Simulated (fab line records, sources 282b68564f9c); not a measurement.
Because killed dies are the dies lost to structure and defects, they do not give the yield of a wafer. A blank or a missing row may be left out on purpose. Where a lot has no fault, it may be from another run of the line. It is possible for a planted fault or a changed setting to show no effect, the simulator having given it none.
Split-lot study -- flow rit-cmos -- on a route of 202 steps: 5 lots, 15 wafers read

ABOUT THE SPLIT
At RIT_M1_COAT_04 (resist thk 1300 nm), the setting resist-thk-nm was moved away from the recipe's 1300 nm on 3 of the 15 wafers read, by -2.7% to +4.2%. This setting was run at the recipe's value on the other wafers.

The split's own step is where the reading is taken.

THE READING
NOVOLAK_of_M1_COAT_04.thk-nm (the simulator's own value, which no gauge read), in nm, at RIT_M1_COAT_04 (resist thk 1300 nm). The file does not state a usual value for it. Here, 12 wafers ran the recipe; their average is 1301 nm with a standard deviation of 2 nm.

wafer,"tool, chamber at the split","resist-thk-nm as run, nm",against the recipe,"NOVOLAK_of_M1_COAT_04.thk-nm, nm",against lot-mates on the recipe
L074.4,"litho-track-04, 0",1300,recipe,1302,-
L074.5,"litho-track-04, 0",1265,-2.7%,1270,-32
L081.2,"litho-track-01, 0",1300,recipe,1302,-
L081.3,"litho-track-01, 0",1300,recipe,1303,-
L081.4,"litho-track-01, 0",1300,recipe,1303,-
L083.5,"litho-track-04, 0",1300,recipe,1300,-
L083.6,"litho-track-04, 0",1300,recipe,1299,-
L084.3,"litho-track-01, 0",1300,recipe,1302,-
L084.5,"litho-track-01, 0",1300,recipe,1298,-
L084.6,"litho-track-01, 0",1300,recipe,1297,-
L085.1,"litho-track-04, 0",1355,+4.2%,1355,+55
L085.2,"litho-track-04, 0",1300,recipe,1298,-
L085.3,"litho-track-04, 0",1300,recipe,1302,-
L085.4,"litho-track-04, 0",1300,recipe,1301,-
L085.6,"litho-track-04, 0",1355,+4.2%,1357,+57

FIT RESULTS
A straight line over all 15 wafers: NOVOLAK_of_M1_COAT_04.thk-nm changes by +12.7 nm for each +1% of resist-thk-nm; r = +1.00; the points scatter about the line by 2.3 nm.
The same after taking each lot's own level away (the mean of its wafers on the recipe; 15 wafers): +12.9 nm for each +1%; r = +1.00; scatter 1.6 nm.
According to that fit, moving resist-thk-nm by its largest amount changes the reading by 55 nm.
The lots' own levels span 1299.0 to 1302.7 nm, that is 1.8 times the standard deviation above.
Consequently the slope shifts little with the lot-to-lot level, the two slopes agreeing.
Check: for one of the wafers moved furthest among these (+4.2%), held out of the fit, the line's prediction against its lot-mates is +55.1 nm. Against them it came out at +54.7 nm.

FURTHER SPLITS ON THESE WAFERS
These wafers also went through other splits before the reading. Each is held against what the fit with the lots' levels taken away leaves over:
other split on the same wafers,wafers away from the commonest value,r with NOVOLAK_of_M1_COAT_04.thk-nm (lot level and that fit taken away)
RIT_PLDD_IMPLANT_08 energy-kev,7,-0.04
RIT_NSD_COAT_01 resist-thk-nm,3,+0.18
RIT_PSD_COAT_01 resist-thk-nm,4,-0.15
RIT_PSD_DEVELOP_05 develop-time-s,4,+0.22
RIT_SDANNEAL_CLEAN_00 temp-c,10,+0.23
RIT_M1_SPUTTER_00 power-w,0,-

THE FILE'S OWN FIT
NOVOLAK_of_M1_COAT_04.thk-nm changes by +13 nm for each +1% of resist-thk-nm, r = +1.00.
